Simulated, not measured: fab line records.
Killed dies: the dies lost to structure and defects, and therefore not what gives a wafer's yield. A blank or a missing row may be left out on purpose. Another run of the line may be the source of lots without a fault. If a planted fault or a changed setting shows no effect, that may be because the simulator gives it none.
Which of the tools did it? ; flow berkeley_cmos170 ; Sampling: 7 lots, 21 wafers, 2 of 331 route steps

== WHAT THE GAUGES SHOWED, per wafer ==
UCB170_V2_THK_MEAS_04.
lot;measured;on;V2_POLISHED_THK (nm)
L967;day 8 03:11;film_metro-02;998.9 1001.2 999.2
L969;day 8 06:55;film_metro-03;1000.9 1000.3 998.9
L971;day 8 16:35;film_metro-02;1000.1 998.7 1001.0
L972;day 8 21:13;film_metro-02;1000.2 1001.2 999.2
L974;day 9 20:03;film_metro-01;1337.9 1346.5 1348.4
L983;day 11 20:16;film_metro-01;1001.9 1000.3 1000.5
L987;day 11 20:57;film_metro-03;1002.3 1000.7 1002.2

== WHICH TOOL RAN EACH LOT (tool, then ch and the chambers of the sampled wafers, then the start) ==
lot;UCB170_V2_CMP_02
L967;cmp-01 ch 0,2, day 8 02:46
L969;cmp-01 ch 0,1,3, day 8 06:31
L971;cmp-02 ch 1,2,3, day 8 16:11
L972;cmp-02 ch 0,1,2, day 8 20:48
L974;cmp-02 ch 1,2, day 9 19:40
L983;cmp-01 ch 0,2,3, day 11 19:53
L987;cmp-01 ch 0,1,2, day 11 20:32
- UCB170_V2_CMP_02: polishes SiO2.

== THE ANSWER, worked out from the rows above alone ==
Rule: usual is defined by the lots themselves. The widest of any qualifying gaps counts: lots, ordered by their means at a reading, are off when they make up no more than a third of the lots, leave a main group of 4 or more, and stand apart from it by 3 or more times the standard deviation of that group's means. The tables above print the reading to a certain number of digits; a main group whose means all agree to those digits is not used. A lot without any number at a reading at which 4 lots or more have one is off too. All remaining lots with rows at the step are treated as sound.
Off: L974, at UCB170_V2_THK_MEAS_04 (V2_POLISHED_THK). The main group has a mean of 1000.4 nm with a standard deviation of 0.69.
A tool fits if, at a process step before that reading, it ran every lot that is off, and no sound lot after the first of them. Gauges at UCB170_V2_THK_MEAS_04: tried the same way as those tools. One candidate fits, namely cmp-02 at UCB170_V2_CMP_02. A fault onset in the window from L972 (day 8 20:48, its last sound lot) to L974 (day 9 19:40, its first lot off) fits.

== WHAT THE SIMULATOR PUT IN ==
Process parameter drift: cmp-02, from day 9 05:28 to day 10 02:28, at UCB170_V2_CMP_02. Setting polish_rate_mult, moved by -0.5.
Struck lots among those shown: L974. The rule given above showed the same thing.
